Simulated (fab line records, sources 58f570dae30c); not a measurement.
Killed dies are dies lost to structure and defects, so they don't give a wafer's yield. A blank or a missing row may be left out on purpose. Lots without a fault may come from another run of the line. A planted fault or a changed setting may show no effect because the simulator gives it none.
Chamber matching | flow berkeley_cmos170 | UCB170_CONTACT_ETCH_17 on rie_diel-04: 4 sister chambers
The step etches BARC in N2/H2. 6 wafers are shown with their chamber, then 7 later ones without.

WAFERS WITH THEIR CHAMBER
wafer  | chamber | drypump_motor_current_A (A) | oes_product_au (a.u.)
L637.1 | 0       | 6.4                         | 1.008
L639.4 | 1       | 5.8                         | 0.992
L642.5 | 3       | 5.3                         | 1.032
L642.6 | 2       | 5.2                         | 1.015
L654.1 | 1       | 5.8                         | 0.989
L654.5 | 3       | 5.2                         | 1.039

WAFERS WITHOUT THEIR CHAMBER
wafer  | drypump_motor_current_A (A) | oes_product_au (a.u.)
L654.6 | 6.4                         | 1.012
L658.2 | 5.2                         | 1.027
L658.3 | 6.4                         | 1.011
L658.4 | 6.4                         | 1.016
L659.1 | 5.2                         | 1.010
L659.3 | 5.8                         | 0.991
L659.5 | 5.2                         | 1.005

WHICH CHAMBER EACH WENT THROUGH
wafer  | from the rows above     | in truth
L654.6 | 0                       | 0
L658.2 | can't be placed: 3 or 2 | 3
L658.3 | 0                       | 0
L658.4 | 0                       | 0
L659.1 | 2                       | 2
L659.3 | 1                       | 1
L659.5 | 2                       | 2
Placed correctly: 6 of 7. Can't be placed from these rows: 1 (the true chamber is among the candidates in 1). Placed wrongly: 0.
How it was worked out, from the rows above alone: a wafer's distance from a chamber is the root of the sum, over the readings, of the square of ((its reading less the chamber's mean) divided by the reading's scatter). The wafer belongs to the nearest chamber; if the next one is less than 2 further off, it can't be placed. A chamber's mean is the mean of its shown wafers. The scatter: the root of (the sum of the squares of (reading less its chamber's mean) over the shown wafers, divided by (wafers less chambers)).
